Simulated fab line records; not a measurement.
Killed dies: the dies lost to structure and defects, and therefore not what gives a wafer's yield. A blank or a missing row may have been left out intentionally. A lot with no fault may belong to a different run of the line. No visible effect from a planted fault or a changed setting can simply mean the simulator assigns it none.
fab line records	flow rit-cmos
record lots=6	wafers=18	last-day=5
route steps=202 shown NRETRO@60 PRETRO@64 GATE@75 FOX2@80 REOX@98 M1@192
lots that met no fault: from a run of the same line without faults
start-h: hours from the record's opening day to when the first of the lot's shown wafers began	wait-h: time in hours since the lot's previous step	" repeats the value in the row above	L1.1+2: a row that stands for several wafers	- no value, or no start was given	* or withheld: withheld	< > ~ a bound
route shown NAME@n: NAME is a module with steps in the file, n the number in the route of the first one	usual: average and standard deviation across the fault-free wafers	same: alike in all rows	chamber/n: place in a boat	sites: readings site by site	_std_site: standard deviation of those values	_edge_site: outer sites' mean less inner sites'	radius-mm: for every site, how far away it sits from the centre of the wafer	mask NAME#n: copy n	behind: the most recent tool/chamber to have shaped the wafer	hold: what put the lot on hold/how long, in hours/how the hold closed	device: names the non-switching transistor (n, p or np)	end of line: the tests these same wafers got at the end of their route	a step without rows: its recipe alone	killed: the dies lost at the first sort to structure and to defects; this is not the yield of the wafer	map: shows each die of a wafer: x if killed, . if not, _ if none is there
set.NAME: the setting as run; set.NAME@STEP: as run at that earlier step	model.NAME: the simulator's own value behind a step, which no gauge read
lots seen at some steps along the route; tables by step, rows by wafer
services: the hour from which a tool's chamber was out of use, counted from the record's first day as start-h (under 0 if before that day), plus the number of hours and why
## steps
# step RIT_NRETRO_HARDBAKE_07
# recipe resist=NOVOLAK	temp-c=140	time-s=120
# step RIT_NRETRO_IMPLANT_08
# recipe species=P	energy-kev=70	dose-cm2=1e+13	tilt-deg=7
# step RIT_NRETRO_STRIP_09
# recipe chemistry=O2	time-s=180	resist=NOVOLAK	platen-temp-c=withheld	power-w=500	pressure-mtorr=4000	o2-flow-sccm=4000
# usual drypump-motor-current-A=5.73/0.26
lot.wafer	tool	chamber	start-h	wait-h	drypump-motor-current-A	rf-hours-counter-h
L274.1	plasma-asher-04	1	36.87	0.1	5.79	24
L274.3	"	0	"	"	5.56	-
L274.4	"	1	"	"	5.79	-
L276.2	plasma-asher-02	0	47.23	0.1	5.52	41
L276.4	"	0	"	"	5.49	-
L276.5	"	1	"	"	5.81	-
L278.2	plasma-asher-01	1	60.74	0.1	5.53	41
L278.3	"	1	"	"	5.53	-
L278.6	"	1	"	"	5.52	-
L280.1	plasma-asher-02	1	65.74	0.1	5.81	43
L280.2	"	0	"	"	5.50	43
L280.3	"	1	"	"	5.80	-
L282.2	plasma-asher-01	1	78.14	0.1	5.51	44
L282.5	"	1	"	"	5.55	-
L282.6	"	0	"	"	6.26	-
L287.1	plasma-asher-04	0	100.00	0.1	5.54	29
L287.2	"	1	"	"	5.76	29
L287.4	"	0	"	"	5.55	-
# step RIT_NRETRO_TW_MEAS_10
# usual NRETRO_TW=1044/12
lot.wafer	tool	chamber	start-h	wait-h	NRETRO_TW
L274.1	film-metro-02	-	37.05	0.1	1034
L274.3	"	-	"	"	1031
L274.4	"	-	"	"	1033
L276.2	film-metro-01	-	47.42	0.1	1040
L276.4	"	-	"	"	1041
L276.5	"	-	"	"	1039
L278.2	film-metro-02	-	60.93	0.1	1028
L278.3	"	-	"	"	1030
L278.6	"	-	"	"	1028
L280.1	film-metro-01	-	65.92	0.1	1045
L280.2	"	-	"	"	1037
L280.3	"	-	"	"	1038
L282.2	film-metro-04	-	78.33	0.1	1062
L282.5	"	-	"	"	1063
L282.6	"	-	"	"	1058
L287.1	film-metro-02	-	100.18	0.1	1033
L287.2	"	-	"	"	1037
L287.4	"	-	"	"	1039
# step RIT_PRETRO_HMDS_00
# recipe prime-time-s=60	prime-temp-c=140
# step RIT_PRETRO_COAT_01
# recipe resist=NOVOLAK	spin-rpm=2000	resist-thk-nm=1300
# step RIT_PRETRO_SOFTBAKE_02
# recipe resist=NOVOLAK	temp-c=90	time-s=60
# step RIT_PRETRO_EXPOSE_03
# recipe mask-id=M5	na=0.57	target-cd-nm=43700	dose-mj=250
# step RIT_PRETRO_PEB_04
# recipe resist=NOVOLAK	temp-c=withheld	time-s=withheld
# step RIT_PRETRO_DEVELOP_05
# recipe resist=NOVOLAK	develop-time-s=68	dev-temp-c=23
# step RIT_PRETRO_OVL_MEAS_06
# usual PRETRO_OVL=0.9/1.4
lot.wafer	tool	chamber	start-h	wait-h	PRETRO_OVL[nm]
L274.1	overlay-02	-	38.11	-	1.8
L274.3	"	-	"	"	3.0
L274.4	"	-	"	"	0.4
L276.2	overlay-01	-	53.32	-	3.8
L276.4	"	-	"	"	1.8
L276.5	"	-	"	"	3.7
L278.2	overlay-01	-	61.99	-	1.4
L278.3	"	-	"	"	0.1
L278.6	"	-	"	"	-0.4
L280.1	overlay-01	-	66.86	-	2.0
L280.2	"	-	"	"	2.4
L280.3	"	-	"	"	-0.1
L282.2	overlay-02	-	79.29	-	2.6
L282.5	"	-	"	"	3.1
L282.6	"	-	"	"	2.9
L287.1	overlay-01	-	101.18	-	1.0
L287.2	"	-	"	"	2.4
L287.4	"	-	"	"	1.5
# step RIT_PRETRO_HARDBAKE_07
# recipe resist=NOVOLAK	temp-c=141	time-s=120
# step RIT_PRETRO_IMPLANT_08
# recipe species=B	energy-kev=45	dose-cm2=1.2e+13	tilt-deg=7
# usual dose-ions-cm2=1.2003e+13/1.4e+10	faraday-current-uA=38.1/0.81
lot.wafer	tool	chamber	start-h	wait-h	dose-ions-cm2	faraday-current-uA
L274.1	implanter-02	0	38.40	0.2	1.1982e+13	37.1
L274.3	"	0	"	"	1.1988e+13	38.0
L274.4	"	0	"	"	1.1995e+13	37.5
L276.2	implanter-02	0	53.63	0.2	8.03e+12	25.7
L276.4	"	0	"	"	8.055e+12	25.5
L276.5	"	0	"	"	8.057e+12	25.7
L278.2	implanter-02	0	62.29	0.2	8.023e+12	26.9
L278.3	"	0	"	"	8.053e+12	25.9
L278.6	"	0	"	"	8.023e+12	25.7
L280.1	implanter-04	0	67.14	0.2	1.2004e+13	39.2
L280.2	"	0	"	"	1.1982e+13	38.0
L280.3	"	0	"	"	1.1983e+13	39.3
L282.2	implanter-04	0	79.59	0.2	1.1985e+13	37.8
L282.5	"	0	"	"	1.1991e+13	39.2
L282.6	"	0	"	"	1.1979e+13	36.8
L287.1	implanter-04	0	101.47	0.2	1.1996e+13	39.0
L287.2	"	0	"	"	1.2009e+13	38.9
L287.4	"	0	"	"	1.1995e+13	37.6
# step RIT_PRETRO_STRIP_09
# recipe chemistry=O2	time-s=180	resist=NOVOLAK	platen-temp-c=withheld	power-w=500	pressure-mtorr=4000	o2-flow-sccm=4000
# usual drypump-motor-current-A=5.67/0.28
lot.wafer	tool	chamber	start-h	wait-h	drypump-motor-current-A	rf-hours-counter-h
L274.1	plasma-asher-04	1	38.55	0.1	5.77	24
L274.3	"	0	"	"	5.55	-
L274.4	"	1	"	"	5.78	-
L276.2	plasma-asher-01	1	53.75	0.1	5.55	41
L276.4	"	1	"	"	5.54	-
L276.5	"	0	"	"	6.24	-
L278.2	plasma-asher-03	1	62.42	0.1	5.11	40
L278.3	"	1	"	"	5.15	-
L278.6	"	1	"	"	5.17	-
L280.1	plasma-asher-01	1	67.29	0.1	5.51	42
L280.2	"	0	"	"	6.25	42
L280.3	"	0	"	"	6.23	-
L282.2	plasma-asher-01	1	79.72	0.1	5.55	44
L282.5	"	1	"	"	5.53	-
L282.6	"	0	"	"	6.26	-
L287.1	plasma-asher-04	0	101.62	0.1	5.53	29
L287.2	"	1	"	"	5.79	29
L287.4	"	0	"	"	5.53	-
# step RIT_PRETRO_TW_MEAS_10
# usual PRETRO_TW=475/5.4
lot.wafer	tool	chamber	start-h	wait-h	PRETRO_TW
L274.1	film-metro-02	-	38.73	0.1	468
L274.3	"	-	"	"	469
L274.4	"	-	"	"	468
L276.2	film-metro-04	-	53.94	0.1	425
L276.4	"	-	"	"	423
L276.5	"	-	"	"	423
L278.2	film-metro-02	-	62.60	0.1	411
L278.3	"	-	"	"	412
L278.6	"	-	"	"	409
L280.1	film-metro-03	-	67.47	0.1	475
L280.2	"	-	"	"	474
L280.3	"	-	"	"	474
L282.2	film-metro-04	-	79.90	0.1	479
L282.5	"	-	"	"	478
L282.6	"	-	"	"	481
L287.1	film-metro-04	-	101.79	0.1	479
L287.2	"	-	"	"	480
L287.4	"	-	"	"	481
# step RIT_GATE_WET_ETCH_00
# recipe chemistry=BOE	target=SiO2	target-depth-nm=56	time-s=60	dry=n2-spin	dilution=10:1	temp-c=21.5
# step RIT_GATE_CLEAN_01
# recipe chemistry=SC1	mix=3:3:50	time-s=600	temp-c=75
# step RIT_GATE_CLEAN_02
# recipe chemistry=dHF	dilution=50:1	time-s=30
# step RIT_GATE_CLEAN_03
# recipe chemistry=SC2	mix=3:3:50	time-s=600	temp-c=75	dry=n2-spin
# step RIT_GATE_CLEAN_04
# recipe chemistry=dHF	dilution=50:1	time-s=60	dry=n2-spin
# step RIT_FOX2_THK_MEAS_91
# recipe reads=SiO2_of_FOX2_OXIDATION_00
# usual FIELD_OXIDE_LEFT_2_THK=254/7.7
lot.wafer	tool	chamber	start-h	wait-h	FIELD_OXIDE_LEFT_2_THK[nm]
L274.1	film-metro-03	-	39.20	0.0	266
L274.3	"	-	"	"	268
L274.4	"	-	"	"	268
L276.2	film-metro-01	-	54.41	0.0	247
L276.4	"	-	"	"	249
L276.5	"	-	"	"	250
L278.2	film-metro-04	-	63.08	0.0	244
L278.3	"	-	"	"	249
L278.6	"	-	"	"	250
L280.1	film-metro-04	-	67.96	0.0	251
L280.2	"	-	"	"	259
L280.3	"	-	"	"	262
L282.2	film-metro-03	-	80.42	0.0	256
L282.5	"	-	"	"	257
L282.6	"	-	"	"	253
L287.1	film-metro-04	-	102.48	0.0	258
L287.2	"	-	"	"	254
L287.4	"	-	"	"	264
# step RIT_GATE_OXIDATION_05
# recipe temp-c=900	ambient=O2	target-thk-a=30	ox-time-s=270
# step RIT_GATE_ANNEAL_06
# recipe temp-c=900	time-s=600	ambient=N2O
# step RIT_GATE_THK_MEAS_07
# recipe reads=SiO2_of_GATE_OXIDATION_05
# usual GATE_OXIDE_THK=3.02/0.052
lot.wafer	tool	chamber	start-h	wait-h	GATE_OXIDE_THK[nm]
L274.1	film-metro-01	-	42.91	0.0	3.02
L274.3	"	-	"	"	2.94
L274.4	"	-	"	"	2.93
L276.2	film-metro-04	-	57.29	0.0	2.99
L276.4	"	-	"	"	3.03
L276.5	"	-	"	"	2.98
L278.2	film-metro-01	-	66.43	0.0	2.97
L278.3	"	-	"	"	3.03
L278.6	"	-	"	"	3.14
L280.1	film-metro-04	-	69.49	0.0	3.03
L280.2	"	-	"	"	3.05
L280.3	"	-	"	"	3.00
L282.2	film-metro-04	-	82.71	0.0	2.92
L282.5	"	-	"	"	2.91
L282.6	"	-	"	"	2.95
L287.1	film-metro-01	-	104.95	0.0	3.00
L287.2	"	-	"	"	3.01
L287.4	"	-	"	"	3.02
# step RIT_GATE_CVD_08
# recipe material=poly-Si	target-thk-nm=250	temp-c=610	precursor=SiH4	time-s=2220	pressure-mtorr=300	sih4-flow-sccm=97.59
# step RIT_GATE_THK_MEAS_09
# recipe reads=poly-Si_of_GATE_CVD_08
# usual GATE_POLY_THK=243.8/2.2
lot.wafer	tool	chamber	start-h	wait-h	GATE_POLY_THK[nm]
L274.1	film-metro-03	-	44.59	0.0	243.5
L274.3	"	-	"	"	245.7
L274.4	"	-	"	"	245.8
L276.2	film-metro-01	-	58.97	0.0	242.6
L276.4	"	-	"	"	240.6
L276.5	"	-	"	"	243.0
L278.2	film-metro-03	-	68.11	0.0	244.7
L278.3	"	-	"	"	246.3
L278.6	"	-	"	"	244.0
L280.1	film-metro-04	-	72.04	0.0	242.8
L280.2	"	-	"	"	245.3
L280.3	"	-	"	"	242.8
L282.2	film-metro-04	-	85.45	0.0	244.7
L282.5	"	-	"	"	242.6
L282.6	"	-	"	"	243.3
L287.1	film-metro-04	-	106.62	0.0	239.3
L287.2	"	-	"	"	240.6
L287.4	"	-	"	"	237.5
# step RIT_GATE_HMDS_10
# recipe prime-time-s=60	prime-temp-c=140
# step RIT_GATE_COAT_11
# recipe resist=NOVOLAK	spin-rpm=4250	resist-thk-nm=850
# step RIT_GATE_SOFTBAKE_12
# recipe resist=NOVOLAK	temp-c=90	time-s=60
# step RIT_GATE_EXPOSE_13
# recipe mask-id=M6	na=0.6	source-shape=conventional	sigma-outer=0.6	target-cd-nm=150	dose-mj=380
# step RIT_GATE_PEB_14
# recipe resist=NOVOLAK	temp-c=withheld	time-s=withheld
# step RIT_GATE_DEVELOP_15
# recipe resist=NOVOLAK	develop-time-s=50	dev-temp-c=23
# step RIT_GATE_CD_MEAS_16
# recipe target-cd-nm=150
# usual cd-nm=150.3/3
lot.wafer	tool	chamber	start-h	wait-h	cd-nm
L274.1	cd-sem-02	-	45.71	-	156.4
L274.3	"	-	"	"	156.2
L274.4	"	-	"	"	155.4
L276.2	cd-sem-02	-	60.06	-	151.2
L276.4	"	-	"	"	152.2
L276.5	"	-	"	"	152.8
L278.2	cd-sem-02	-	69.03	-	145.6
L278.3	"	-	"	"	146.4
L278.6	"	-	"	"	147.6
L280.1	cd-sem-01	-	73.08	-	149.0
L280.2	"	-	"	"	149.8
L280.3	"	-	"	"	150.3
L282.2	cd-sem-01	-	86.37	-	154.5
L282.5	"	-	"	"	152.5
L282.6	"	-	"	"	154.7
L287.1	cd-sem-02	-	107.53	-	147.0
L287.2	"	-	"	"	148.4
L287.4	"	-	"	"	146.3
# step RIT_GATE_OVL_MEAS_17
# usual GATE_OVL=0.3/1.6
lot.wafer	tool	chamber	start-h	wait-h	GATE_OVL[nm]
L274.1	overlay-02	-	45.83	0.1	1.0
L274.3	"	-	"	"	0.8
L274.4	"	-	"	"	0.5
L276.2	overlay-01	-	60.16	0.1	1.8
L276.4	"	-	"	"	3.9
L276.5	"	-	"	"	2.7
L278.2	overlay-02	-	69.14	0.1	1.5
L278.3	"	-	"	"	0.3
L278.6	"	-	"	"	1.2
L280.1	overlay-01	-	73.20	0.1	2.1
L280.2	"	-	"	"	2.2
L280.3	"	-	"	"	0.5
L282.2	overlay-02	-	86.48	0.1	-2.3
L282.5	"	-	"	"	-3.6
L282.6	"	-	"	"	-1.7
L287.1	overlay-01	-	107.65	0.1	-0.5
L287.2	"	-	"	"	0.0
L287.4	"	-	"	"	0.4
# step RIT_GATE_HARDBAKE_18
# recipe resist=NOVOLAK	temp-c=140	time-s=60
# step RIT_GATE_ETCH_19
# recipe chemistry=SF6/CHF3/O2	time-s=165	SF6_flow_sccm=30	CHF3_flow_sccm=30	O2_flow_sccm=5	target=poly-Si	pressure-mtorr=40	rf-w=160	target-depth-a=3125	over-etch-frac=0.25	stop-on=SiO2
# usual SF6_flow_sccm=30.00/0.1	drypump-motor-current-A=5.8/0.37	he-backside-leak-sccm=2.7/0.37	oes-product-au=0.838/0.014	rf-fwd-power-W=159.3/0.52	throttle-valve-pct=10.24/0.15
lot.wafer	tool	chamber	start-h	wait-h	SF6_flow_sccm	drypump-motor-current-A	he-backside-leak-sccm	oes-product-au	rf-fwd-power-W	rf-hours-counter-h	throttle-valve-pct
L274.1	rie-si-01	2	46.06	0.1	29.99	6.4	2.9	0.842	159.1	1	10.18
L274.3	"	1	"	"	29.94	6.3	2.5	0.818	158.7	61	10.16
L274.4	"	3	"	"	29.86	5.6	2.7	0.826	159.6	144	10.08
L276.2	rie-si-01	1	60.34	0.1	29.92	6.3	2.5	0.827	159.9	61	10.18
L276.4	"	3	"	"	30.11	5.5	2.5	0.815	158.9	144	10.08
L276.5	"	1	"	"	29.79	6.3	2.5	0.817	159.2	-	10.16
L278.2	rie-si-01	2	69.32	0.1	30.04	6.4	2.9	0.841	159.9	1	10.18
L278.3	"	1	"	"	30.01	6.3	2.5	0.830	159.4	61	10.17
L278.6	"	0	"	"	29.83	5.6	2.5	0.837	158.8	-	10.46
L280.1	rie-si-01	3	73.38	0.1	29.96	5.5	2.3	0.830	159.3	144	10.09
L280.2	"	0	"	"	29.94	5.6	2.4	0.838	159.4	51	10.45
L280.3	"	2	"	"	30.13	6.4	2.8	0.839	159.6	1	10.16
L282.2	rie-si-01	0	86.83	0.1	30.06	5.7	2.5	0.834	159.7	51	10.45
L282.5	"	0	"	"	29.90	5.6	2.5	0.839	159.2	-	10.43
L282.6	"	3	"	"	29.98	5.5	2.4	0.822	158.9	-	10.08
L287.1	rie-si-02	0	107.85	0.1	30.08	5.8	2.9	0.845	159.2	47	10.37
L287.2	"	3	"	"	29.96	5.3	2.8	0.837	158.8	91	10.26
L287.4	"	2	"	"	29.74	5.6	2.5	0.835	159.2	25	10.36
# step RIT_GATE_STRIP_20
# recipe chemistry=O2	time-s=180	resist=NOVOLAK	platen-temp-c=withheld	power-w=500	pressure-mtorr=4000	o2-flow-sccm=4000
# usual drypump-motor-current-A=5.6/0.36
lot.wafer	tool	chamber	start-h	wait-h	drypump-motor-current-A	rf-hours-counter-h
L274.1	plasma-asher-03	0	46.17	0.1	5.5	39
L274.3	"	1	"	"	5.2	-
L274.4	"	0	"	"	5.5	-
L276.2	plasma-asher-03	1	60.45	0.1	5.2	40
L276.4	"	1	"	"	5.2	-
L276.5	"	0	"	"	5.6	-
L278.2	plasma-asher-01	0	69.43	0.1	6.2	43
L278.3	"	0	"	"	6.3	-
L278.6	"	0	"	"	6.2	-
L280.1	plasma-asher-02	0	73.49	0.1	5.5	44
L280.2	"	1	"	"	5.8	44
L280.3	"	0	"	"	5.5	-
L282.2	plasma-asher-03	0	86.94	0.1	5.5	44
L282.5	"	0	"	"	5.5	-
L282.6	"	1	"	"	5.1	-
L287.1	plasma-asher-01	0	107.95	0.1	6.3	47
L287.2	"	1	"	"	5.5	47
L287.4	"	0	"	"	6.3	-
# step RIT_GATE_CD_MEAS_90
# recipe target-cd-nm=150
# usual cd-nm=150.3/2.9
lot.wafer	tool	chamber	start-h	wait-h	cd-nm
L274.1	cd-sem-01	-	46.35	0.1	156.3
L274.3	"	-	"	"	156.3
L274.4	"	-	"	"	155.2
L276.2	cd-sem-01	-	60.65	0.1	150.9
L276.4	"	-	"	"	152.0
L276.5	"	-	"	"	153.0
L278.2	cd-sem-01	-	69.62	0.1	145.5
L278.3	"	-	"	"	146.6
L278.6	"	-	"	"	147.5
L280.1	cd-sem-02	-	73.67	0.1	149.0
L280.2	"	-	"	"	149.5
L280.3	"	-	"	"	149.9
L282.2	cd-sem-02	-	87.14	0.1	154.3
L282.5	"	-	"	"	152.7
L282.6	"	-	"	"	155.0
L287.1	cd-sem-02	-	108.13	0.1	146.8
L287.2	"	-	"	"	148.9
L287.4	"	-	"	"	145.9
# step RIT_REOX_CLEAN_00
# recipe chemistry=SC1	mix=3:3:50	time-s=600	temp-c=73.88
# step RIT_REOX_CLEAN_01
# recipe chemistry=dHF	dilution=50:1	time-s=30
# step RIT_REOX_CLEAN_02
# recipe chemistry=SC2	mix=3:3:50	time-s=600	temp-c=75	dry=n2-spin
# step RIT_REOX_OXIDATION_03
# recipe temp-c=900	ambient=O2	target-thk-a=252	ox-time-s=5580
# step RIT_M1_DEVELOP_08
# recipe resist=NOVOLAK	develop-time-s=65.48	dev-temp-c=23
lot.wafer	tool	chamber	start-h	wait-h	model.M1.cd-nm
L274.1+4	litho-track-01	0	-	-	2599
L274.3	"	0	"	"	2600
L276.2+5	litho-track-04	0	-	-	2631
L276.4	"	0	"	"	2633
L278.2	litho-track-01	0	-	-	2634
L278.3+6	"	0	"	"	2633
L280.1+3	litho-track-04	0	-	-	2603
L280.2	"	0	"	"	2602
L282.2	litho-track-04	0	-	-	2602
L282.5	"	0	"	"	2599
L282.6	"	0	"	"	2601
L287.1	litho-track-03	0	-	-	2603
L287.2	"	0	"	"	2602
L287.4	"	0	"	"	2600
# step RIT_M1_METAL_ETCH_12
# recipe stop-on=SiO2	chemistry=Cl2/BCl3	target=Al	time-s=165	over-etch-frac=0.5	pressure-mtorr=100	target-depth-a=6000	rf-w=250	Cl2_flow_sccm=60	bcl3-flow-sccm=50
# usual drypump-motor-current-A=6.1/0.41	he-backside-leak-sccm=3.5/0.33	oes-product-au=0.775/0.016	rf-fwd-power-W=248.9/0.82	throttle-valve-pct=8.25/0.15
lot.wafer	tool	chamber	start-h	wait-h	drypump-motor-current-A	he-backside-leak-sccm	oes-product-au	rf-fwd-power-W	rf-hours-counter-h	throttle-valve-pct	model.M1.cd-nm
L274.1	rie-metal-04	0	67.00	0.2	6.3	3.3	0.784	247.7	2	8.24	2596
L274.3	"	0	"	"	6.3	3.4	0.792	248.1	-	8.22	2597
L274.4	"	1	"	"	6.0	3.2	0.801	250.4	-	8.32	2595
L276.2	rie-metal-03	0	79.35	0.2	6.1	3.7	0.763	248.4	34	8.54	2633
L276.4	"	1	"	"	5.2	3.7	0.774	249.7	-	8.16	2633
L276.5	"	0	"	"	6.1	3.6	0.756	248.9	-	8.54	2634
L278.2	rie-metal-02	0	87.52	0.2	6.4	3.2	0.763	249.3	-	8.05	2635
L278.3	"	0	"	"	6.5	3.4	0.759	249.0	-	8.05	2634
L278.6	"	0	"	"	6.4	3.4	0.753	249.3	-	8.05	2634
L280.1	rie-metal-04	0	93.36	0.2	6.2	3.1	0.791	247.6	3	8.22	2601
L280.2	"	1	"	"	6.0	3.3	0.804	250.6	3	8.31	2598
L280.3	"	0	"	"	6.2	3.1	0.784	248.6	-	8.22	2601
L282.2	rie-metal-03	1	105.66	0.2	5.1	3.6	0.780	249.7	39	8.17	2601
L282.5	"	1	"	"	5.1	3.6	0.768	249.0	-	8.18	2599
L282.6	"	0	"	"	6.1	3.5	0.751	246.8	-	8.53	2603
L287.1	rie-metal-02	0	125.57	0.2	6.5	3.3	0.766	249.3	5	8.08	2605
L287.2	"	1	"	"	6.3	3.5	0.764	249.6	4	8.26	2602
L287.4	"	0	"	"	6.5	3.4	0.767	247.5	-	8.05	2602
# step RIT_M1_PROBE_99
# usual killed-at-front-end=7/3	killed-dies=7/3.1	killed-on-rim=1.8/1.4	killed-open=3.4/2.1	killed-short=3.4/2
# same gross-dies=264	killed_at_M0_to_M3=0	killed_at_M4_up=0	killed-at-back-side=0	killed-at-contacts=0	killed-at-other=0
lot.wafer	tool	chamber	start-h	wait-h	killed-at-front-end	killed-dies	killed-on-rim	killed-open	killed-short	model.etest.nmos_0p3.r-on-ohm-um	model.etest.nmos_0p15.r-on-ohm-um	model.etest.nmos-turned.drive-ua-um	model.etest.nmos_0p15.drive-ua-um	model.etest.m1.width-nm	model.etest.nmos_0p3.drive-ua-um	model.etest.nmos-narrow.drive-ua-um	model.etest.nmos_0p15.off-log10-a-um
L274.1	prober-02	-	69.25	0.1	5	5	3	2	3	2175	1153	317	439.8	2594	220.9	219.1	-10.63
L274.3	prober-02	-	69.35	0.2	8	8	2	5	3	2194	1195	308.5	442.4	2594	224.2	221.8	-10.87
L274.4	prober-02	-	69.40	0.2	2	2	0	1	1	2192	1220	309.9	444.4	2601	230.4	225.1	-10.73
L276.2	prober-02	-	81.67	0.1	5	5	2	0	3	2030	1102	393.8	514	2626	256.7	254.5	-8.871
L276.4	prober-02	-	81.77	0.2	11	11	4	6	4	2036	1104	382.1	508.4	2633	255	251.8	-9.072
L276.5	prober-02	-	81.82	0.2	5	5	0	2	3	1984	1040	377.8	508.7	2638	253.9	250.9	-9.223
L278.2	prober-02	-	90.11	0.1	7	7	0	2	5	2014	1058	380.6	523.4	2642	254.1	252	-8.505
L278.3	prober-02	-	90.16	0.2	9	9	1	4	5	2067	1110	362.7	510.4	2634	251.1	247.1	-8.534
L278.6	prober-02	-	90.31	0.2	7	7	2	2	5	2100	1116	371.2	511.2	2637	248.1	243.8	-8.753
L280.1	prober-02	-	95.61	0.1	4	4	1	1	3	2191	1134	337.1	470.7	2595	222	219.4	-10.12
L280.2	prober-02	-	95.66	0.1	14	14	5	7	7	2156	1121	325.5	461.7	2608	220.3	210.9	-10.37
L280.3	prober-02	-	95.71	0.2	7	7	0	3	4	2158	1120	334.6	464.3	2596	222.4	212.6	-10.33
L282.2	prober-02	-	108.14	0.1	5	5	1	4	1	2153	1159	308.9	451	2601	225.9	221.3	-10.75
L282.5	prober-02	-	108.29	0.2	6	6	1	1	5	2146	1134	310	456.4	2603	227.6	224.8	-10.48
L282.6	prober-02	-	108.34	0.2	13	13	3	7	6	2182	1183	309.3	447.6	2606	224.7	218.9	-10.66
L287.1	prober-01	-	127.83	0.1	4	4	0	3	1	2158	1094	337.7	481.9	2609	227.1	226.9	-9.919
L287.2	prober-01	-	127.88	0.1	7	7	2	4	3	2171	1130	326.9	465.7	2604	225.4	223.1	-10.13
L287.4	prober-01	-	127.98	0.2	7	7	2	3	4	2154	1110	342.8	487.7	2594	226.8	224.3	-9.863
# killed by level:class
L274.1 GATE:geometric-particle:open=2 GATE:geometric-particle:short=2 REOX:geometric-particle:short=1
L274.3 GATE:geometric-particle:open=2 REOX:geometric-particle:open=2 GATE:geometric-particle:short=1 REOX:geometric-particle:short=1 SPACER:geometric-particle:short=1 SPACER:geometric-particle:open=1
L274.4 SPACER:geometric-particle:open=1 SPACER:geometric-particle:short=1
L276.2 NWELL:coat-microbubble-printed=2 FOX2:geometric-particle:short=1 GATE:geometric-particle:short=1 SPACER:geometric-particle:short=1
L276.4 GATE:geometric-particle:open=3 FOX1:geometric-particle:short=1 FOX1:geometric-particle:open=1 GATE:geometric-particle:short=1 REOX:geometric-particle:open=1 REOX:geometric-particle:short=1 SPACER:geometric-particle:open=1 SPACER:geometric-particle:short=1
L276.5 SILICIDE:geometric-particle:open=2 REOX:geometric-particle:short=1 SPACER:geometric-particle:short=1 SILICIDE:geometric-particle:short=1
L278.2 SILICIDE:geometric-particle:short=2 FOX2:geometric-particle:short=1 GATE:geometric-particle:open=1 REOX:geometric-particle:short=1 REOX:geometric-particle:open=1 SPACER:geometric-particle:short=1
L278.3 FOX2:geometric-particle:short=2 SPACER:geometric-particle:short=2 FOX1:geometric-particle:open=1 FOX2:geometric-particle:open=1 REOX:geometric-particle:open=1 REOX:geometric-particle:short=1 SPACER:geometric-particle:open=1
L278.6 REOX:geometric-particle:open=2 REOX:geometric-particle:short=2 FOX2:geometric-particle:short=1 SPACER:geometric-particle:short=1 SILICIDE:geometric-particle:short=1
L280.1 FOX1:geometric-particle:short=2 REOX:geometric-particle:open=1 SPACER:geometric-particle:short=1
L280.2 FOX1:geometric-particle:short=3 SPACER:geometric-particle:open=3 FOX2:geometric-particle:short=2 REOX:geometric-particle:open=2 FOX1:geometric-particle:open=1 GATE:geometric-particle:open=1 GATE:geometric-particle:short=1 REOX:geometric-particle:short=1
L280.3 FOX1:geometric-particle:open=2 SPACER:geometric-particle:short=2 FOX2:geometric-particle:short=1 GATE:geometric-particle:short=1 SPACER:geometric-particle:open=1
L282.2 SPACER:geometric-particle:open=2 REOX:geometric-particle:open=1 SILICIDE:geometric-particle:open=1 SILICIDE:geometric-particle:short=1
L282.5 REOX:geometric-particle:short=2 SILICIDE:geometric-particle:short=2 GATE:geometric-particle:short=1 GATE:geometric-particle:open=1
L282.6 REOX:geometric-particle:short=4 GATE:geometric-particle:open=3 GATE:geometric-particle:short=2 REOX:geometric-particle:open=2 SPACER:geometric-particle:open=2
L287.1 GATE:geometric-particle:open=3 GATE:geometric-particle:short=1
L287.2 FOX1:geometric-particle:short=1 FOX2:geometric-particle:open=1 GATE:geometric-particle:short=1 GATE:geometric-particle:open=1 REOX:geometric-particle:open=1 REOX:geometric-particle:short=1 SILICIDE:geometric-particle:open=1
L287.4 REOX:geometric-particle:short=2 ACTIVE:geometric-particle:short=1 FOX2:geometric-particle:open=1 GATE:geometric-particle:short=1 GATE:geometric-particle:open=1 SILICIDE:geometric-particle:open=1
## services
tool	chamber	start-h	hours	kind
rie-si-02	2	15.74	6.3	repair
rie-si-02	0	29.70	3.4	repair
implanter-04	-	38.71	4.0	pm
plasma-asher-04	-	66.03	15.6	pm
rie-metal-02	1	74.30	22.1	repair
rie-si-01	1	77.24	2.1	repair
rie-si-02	3	96.25	3.9	repair
implanter-02	-	97.54	2.6	repair
rie-si-01	0	104.45	7.1	repair
plasma-asher-03	-	108.75	9.0	pm
plasma-asher-03	0	108.75	9.0	vent-cycle
plasma-asher-03	1	108.75	9.0	vent-cycle
plasma-asher-03	0	117.75	-	clean
plasma-asher-03	1	117.75	-	clean
## key
first-sign step=RIT_PRETRO_IMPLANT_08	reading=dose-ions-cm2	direction=down	sigmas=99+	usual=1.2003e+13	struck=8.04e+12
effect step=RIT_PRETRO_IMPLANT_08	reading=faraday-current-uA	direction=down	sigmas=15	usual=38.1	struck=25.9
effect step=RIT_PRETRO_TW_MEAS_10	reading=PRETRO_TW	direction=down	sigmas=11	usual=475	struck=417
model-effect step=RIT_M1_DEVELOP_08	value=M1.cd-nm	without=2599	struck=2632
model-effect step=RIT_M1_METAL_ETCH_12	value=M1.cd-nm	without=2600	struck=2634
model-effect step=RIT_M1_PROBE_99	value=etest.nmos_0p3.r-on-ohm-um	without=2178	struck=2039
met-at RIT_PRETRO_IMPLANT_08
struck-wafers L276.2,L276.4,L276.5,L278.2,L278.3,L278.6
tester-left-out L276,L278
loop-trim step=RIT_M1_EXPOSE_06	setting=dose	lots=L276,L278
onset-between 38.40 53.63
fault kind=process-parameter-drift	tool=implanter-02	chamber=-	onset-h=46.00	steps=RIT_PRETRO_IMPLANT_08	channel=dose-cm2	offset=-3.96e+12	shape=step	end-h=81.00	acts-in=these-recipes-only	stated=1.2e+13
# tester-left-out: of these lots the tester's yield and bins aren't shown, on N5 and GAA mostly nor the transistor test; their killed dies are dies lost to structure and defects alone, not to doping, threshold or leakage, so they don't give the yield
# loop-trim: a control loop set the setting to another value than it would have without faults
